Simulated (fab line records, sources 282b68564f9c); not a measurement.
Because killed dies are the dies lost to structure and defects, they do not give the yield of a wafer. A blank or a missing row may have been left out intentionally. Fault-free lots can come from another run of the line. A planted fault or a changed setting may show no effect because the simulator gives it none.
Which tool was responsible? + flow rit cmos + Sampling: 13 lots, 39 wafers, 2 of 202 route steps

## WHAT THE GAUGES SHOWED, per wafer
RIT_SDANNEAL_RS_MEAS_04: the measuring method here is four-point-probe.
| lot  | measured    | on            | PSD_RS (ohm/sq)   |
|------|-------------|---------------|-------------------|
| L523 | day 3 07:13 | film metro-04 | 115.4 115.8 115.6 |
| L524 | day 3 12:47 | film metro-01 | 116.5 116.5 116.6 |
| L526 | day 3 22:17 | film metro-02 | 116.6 116.6 116.5 |
| L525 | day 3 22:51 | film metro-04 | 115.3 115.4 115.4 |
| L527 | day 4 02:15 | film metro-01 | 115.8 116.1 116.3 |
| L529 | day 4 10:48 | film metro-02 | 116.4 116.2 116.2 |
| L528 | day 4 12:35 | film metro-04 | 115.7 116.0 116.4 |
| L530 | day 4 16:08 | film metro-02 | 116.2 116.2 116.0 |
| L533 | day 5 04:28 | film metro-04 | 115.6 115.6 115.8 |
| L539 | day 6 10:26 | film metro-04 | 117.5 117.3 117.5 |
| L540 | day 6 17:59 | film metro-02 | 117.3 116.9 117.2 |
| L543 | day 7 07:17 | film metro-04 | 116.2 116.3 115.6 |
| L546 | day 7 22:23 | film metro-02 | 116.0 116.3 115.9 |

## WHAT TOOL EACH LOT RAN ON (gives the tool, then ch and the chambers of the sampled wafers, and finally the start)
| lot  | RIT_PSD_IMPLANT_08             |
|------|--------------------------------|
| L523 | implanter-04 ch 0, day 3 06:25 |
| L524 | implanter-03 ch 0, day 3 11:58 |
| L526 | implanter-01 ch 0, day 3 21:28 |
| L525 | implanter-04 ch 0, day 3 22:02 |
| L527 | implanter-01 ch 0, day 4 01:27 |
| L529 | implanter-04 ch 0, day 4 09:48 |
| L528 | implanter-04 ch 0, day 4 11:25 |
| L530 | implanter-04 ch 0, day 4 15:18 |
| L533 | implanter-01 ch 0, day 5 03:26 |
| L539 | implanter-04 ch 0, day 6 09:17 |
| L540 | implanter-04 ch 0, day 6 17:08 |
| L543 | implanter-01 ch 0, day 7 06:17 |
| L546 | implanter-01 ch 0, day 7 20:53 |
- RIT_PSD_IMPLANT_08

## WHAT THE TOOLS THEMSELVES READ (means of the sampled wafers that have a number; where no wafer has one, the mark that the record gives instead)
RIT_PSD_IMPLANT_08.
| lot  | tool         | dose ions cm2 |
|------|--------------|---------------|
| L523 | implanter-04 | 5e+15         |
| L524 | implanter-03 | 5e+15         |
| L526 | implanter-01 | 5e+15         |
| L525 | implanter-04 | 5e+15         |
| L527 | implanter-01 | 5e+15         |
| L529 | implanter-04 | 5e+15         |
| L528 | implanter-04 | 5e+15         |
| L530 | implanter-04 | 5e+15         |
| L533 | implanter-01 | 5e+15         |
| L539 | implanter-04 | 4e+15         |
| L540 | implanter-04 | 4e+15         |
| L543 | implanter-01 | 5e+15         |
| L546 | implanter-01 | 5e+15         |

## THE ANSWER, worked out from the rows above alone
Rule: usual is defined by the lots themselves. The widest of any qualifying gaps counts: lots, ordered by their means at a reading, are off when they make up no more than a third of the lots, leave a main group of 4 or more, and stand apart from it by 3 or more times the standard deviation of that group's means. Not used: any main group whose means are identical at the precision the tables above print for the reading. A lot without any number at a reading at which 4 lots or more have one is off too. Where the step has rows for the other lots, those lots are counted as sound. After the gauges, taken in route order, come the tools' own readings; for these a lot's mean is taken, as printed above. The first step at which some lot is off is used, and at that step the reading that is off furthest; a lot without a number counts as furthest.
Across all readings shown, no lot is off: no conclusion can be drawn from this.

## WHAT HAD BEEN PUT IN BY THE SIMULATOR
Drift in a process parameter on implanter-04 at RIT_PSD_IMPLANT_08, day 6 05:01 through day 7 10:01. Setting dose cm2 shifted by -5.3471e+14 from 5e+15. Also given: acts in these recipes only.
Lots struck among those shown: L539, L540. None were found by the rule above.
